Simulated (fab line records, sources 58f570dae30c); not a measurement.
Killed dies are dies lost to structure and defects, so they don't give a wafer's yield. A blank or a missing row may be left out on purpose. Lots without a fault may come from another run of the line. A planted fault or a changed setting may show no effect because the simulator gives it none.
Which tool did it? | flow berkeley_cmos170 | 13 lots, 39 wafers sampled, at 6 steps of a route of 331

WHAT THE GAUGES READ, wafer by wafer
UCB170_FIELD_THK_MEAS_90.
lot  | measured     | on            | FIELD_OXIDE_LEFT_1_THK (nm)
L412 | day 5 18:14  | film_metro-03 | 432 437 428
L413 | day 5 18:13  | film_metro-01 | 438 438 434
L419 | day 7 11:06  | film_metro-01 | 457 456 459
L421 | day 7 22:13  | film_metro-02 | 426 426 435
L422 | day 7 22:13  | film_metro-03 | 429 433 430
L424 | day 8 05:11  | film_metro-02 | 452 449 458
L425 | day 8 15:53  | film_metro-02 | 446 450 439
L426 | day 8 15:53  | film_metro-01 | 438 449 446
L427 | day 9 05:25  | film_metro-02 | 452 441 449
L428 | day 9 05:25  | film_metro-03 | 438 434 442
L429 | day 9 23:12  | film_metro-01 | 445 435 438
L433 | day 10 06:50 | film_metro-01 | 439 455 442
L435 | day 10 20:47 | film_metro-02 | 449 456 459

UCB170_NVT_OVL_MEAS_06.
lot  | measured     | on         | NVT_OVL (nm)
L412 | day 6 19:15  | overlay-02 | - - -
L413 | day 6 18:55  | overlay-02 | -3 0 4
L419 | day 8 10:32  | overlay-01 | 1 -2 4
L421 | day 8 20:06  | overlay-02 | 6 4 1
L422 | day 8 19:52  | overlay-01 | 5 8 6
L424 | day 9 06:06  | overlay-02 | -6 -6 -8
L425 | day 9 13:53  | overlay-02 | -2 0 -5
L426 | day 9 14:06  | overlay-02 | -5 1 0
L427 | day 9 22:31  | overlay-02 | 7 8 6
L428 | day 9 22:46  | overlay-01 | -2 0 4
L429 | day 10 19:37 | overlay-02 | 0 3 -2
L433 | day 11 00:23 | overlay-01 | 1 -3 -5
L435 | day 11 12:25 | overlay-02 | 1 1 6

UCB170_NVT_TW_MEAS_09.
lot  | measured     | on            | NVT_TW
L412 | day 6 19:33  | film_metro-04 | 29 30 30
L413 | day 6 19:13  | film_metro-03 | 524 526 522
L419 | day 8 11:01  | film_metro-03 | 526 526 528
L421 | day 8 20:24  | film_metro-01 | 517 518 517
L422 | day 8 20:09  | film_metro-04 | 517 518 516
L424 | day 9 06:23  | film_metro-01 | 520 519 519
L425 | day 9 14:11  | film_metro-01 | 516 521 517
L426 | day 9 14:23  | film_metro-04 | 514 516 512
L427 | day 9 22:49  | film_metro-03 | 522 519 520
L428 | day 9 23:04  | film_metro-03 | 519 520 521
L429 | day 10 19:55 | film_metro-04 | 515 518 517
L433 | day 11 00:40 | film_metro-01 | 516 518 518
L435 | day 11 12:43 | film_metro-04 | 516 516 518

WHICH TOOL RAN EACH LOT (tool, then ch and the chambers of the sampled wafers, then the start)
lot  | UCB170_ACTIVE_STRIP_16               | UCB170_NVT_EXPOSE_03              | UCB170_NVT_STRIP_08
L412 | plasma_asher-01 ch 0,1, day 4 20:33  | krf_scanner-01 ch 0, day 6 18:54  | plasma_asher-04 ch 0,1, day 6 19:27
L413 | plasma_asher-02 ch 0,1, day 4 20:59  | krf_scanner-01 ch 0, day 6 18:24  | plasma_asher-03 ch 0,1, day 6 19:08
L419 | plasma_asher-03 ch 0,1, day 6 17:41  | krf_scanner-01 ch 0, day 8 10:04  | plasma_asher-04 ch 0,1, day 8 10:45
L421 | plasma_asher-03 ch 0,1, day 7 02:41  | krf_scanner-01 ch 0, day 8 19:44  | plasma_asher-03 ch 0,1, day 8 20:19
L422 | plasma_asher-02 ch 1, day 7 02:55    | krf_scanner-02 ch 0, day 8 19:29  | plasma_asher-04 ch 1, day 8 20:02
L424 | plasma_asher-02 ch 1, day 7 08:11    | krf_scanner-01 ch 0, day 9 04:47  | plasma_asher-04 ch 0,1, day 9 06:17
L425 | plasma_asher-03 ch 0,1, day 7 20:36  | krf_scanner-01 ch 0, day 9 13:05  | plasma_asher-04 ch 0,1, day 9 14:04
L426 | plasma_asher-01 ch 0, day 7 20:52    | krf_scanner-01 ch 0, day 9 13:11  | plasma_asher-03 ch 0,1, day 9 14:17
L427 | plasma_asher-01 ch 0,1, day 8 06:52  | krf_scanner-02 ch 0, day 9 22:09  | plasma_asher-03 ch 0,1, day 9 22:42
L428 | plasma_asher-02 ch 0,1, day 8 13:34  | krf_scanner-01 ch 0, day 9 22:23  | plasma_asher-02 ch 0,1, day 9 22:57
L429 | plasma_asher-01 ch 0,1, day 9 03:44  | krf_scanner-01 ch 0, day 10 19:02 | plasma_asher-04 ch 0,1, day 10 19:49
L433 | plasma_asher-01 ch 0,1, day 9 11:16  | krf_scanner-02 ch 0, day 10 23:27 | plasma_asher-03 ch 0,1, day 11 00:34
L435 | plasma_asher-01 ch 0,1, day 10 02:14 | krf_scanner-01 ch 0, day 11 11:57 | plasma_asher-02 ch 0,1, day 11 12:36
- UCB170_ACTIVE_STRIP_16: strips in O2.
- UCB170_NVT_EXPOSE_03: exposes mask PWELL, target cd 3000 nm.
- UCB170_NVT_STRIP_08: strips in O2.

WHAT THE TOOLS THEMSELVES READ (means of the sampled wafers that have a number; where no wafer has one, the mark that the record gives instead)
UCB170_ACTIVE_STRIP_16.
lot  | tool            | drypump_motor_current_A (A) | oes_product_au (a.u.) | strip_time_to_endpoint_s (s)
L412 | plasma_asher-01 | 6.3                         | 0.720                 | 18.07
L413 | plasma_asher-02 | 6.0                         | 0.725                 | 18.11
L419 | plasma_asher-03 | 5.5                         | 0.718                 | 18.16
L421 | plasma_asher-03 | 5.5                         | 0.719                 | 18.14
L422 | plasma_asher-02 | 6.2                         | 0.720                 | 18.12
L424 | plasma_asher-02 | 6.2                         | 0.721                 | 18.14
L425 | plasma_asher-03 | 5.5                         | 0.719                 | 18.07
L426 | plasma_asher-01 | 6.3                         | 0.721                 | 18.13
L427 | plasma_asher-01 | 6.3                         | 0.722                 | 18.13
L428 | plasma_asher-02 | 5.9                         | 0.719                 | 18.15
L429 | plasma_asher-01 | 6.2                         | 0.725                 | 18.15
L433 | plasma_asher-01 | 6.3                         | 0.719                 | 18.17
L435 | plasma_asher-01 | 6.2                         | 0.723                 | 18.10

UCB170_NVT_STRIP_08.
lot  | tool            | drypump_motor_current_A (A) | oes_product_au (a.u.) | strip_time_to_endpoint_s (s)
L412 | plasma_asher-04 | 5.7                         | 0.735                 | 21.58
L413 | plasma_asher-03 | 5.5                         | 0.734                 | 21.66
L419 | plasma_asher-04 | 5.4                         | 0.735                 | 21.54
L421 | plasma_asher-03 | 5.4                         | 0.735                 | 21.55
L422 | plasma_asher-04 | 5.2                         | 0.737                 | 21.54
L424 | plasma_asher-04 | 5.4                         | 0.735                 | 21.60
L425 | plasma_asher-04 | 5.6                         | 0.730                 | 21.56
L426 | plasma_asher-03 | 5.5                         | 0.734                 | 21.66
L427 | plasma_asher-03 | 5.5                         | 0.734                 | 21.67
L428 | plasma_asher-02 | 6.0                         | 0.733                 | 21.66
L429 | plasma_asher-04 | 5.7                         | 0.738                 | 21.62
L433 | plasma_asher-03 | 5.5                         | 0.737                 | 21.67
L435 | plasma_asher-02 | 5.9                         | 0.732                 | 21.66

THE ANSWER, worked out from the rows above alone
Rule: what is usual is taken from the lots themselves. Put in order of their means at a reading, lots are off if they are a third of the lots or fewer, leave a main group of 4 or more, and stand apart from it by a gap of 3 or more times the standard deviation of the main group's means; of several such gaps the widest counts. A main group whose means are all the same, to the digits that the tables above print for the reading, isn't used. A lot without any number at a reading at which 4 lots or more have one is off too. The other lots that the step has rows for count as sound. The gauges are gone through in route order, then the tools' own readings, and for those a lot's mean is taken as printed above. The first step at which some lot is off is used, and at that step the reading that is off furthest; a lot without a number counts as furthest.
Off: L412, at UCB170_NVT_OVL_MEAS_06 (NVT_OVL). Without a number there: L412. The main group: mean 1 nm, standard deviation 3.7.
A tool fits if, at a process step before that reading, it ran every lot that is off, and no sound lot after the first of them. The gauges at UCB170_NVT_OVL_MEAS_06 aren't tried: what is off there is off at UCB170_NVT_TW_MEAS_09 too, on other tools, and a gauge's error can't cause that. None of those tried fits.

WHAT THE SIMULATOR HAD PUT IN
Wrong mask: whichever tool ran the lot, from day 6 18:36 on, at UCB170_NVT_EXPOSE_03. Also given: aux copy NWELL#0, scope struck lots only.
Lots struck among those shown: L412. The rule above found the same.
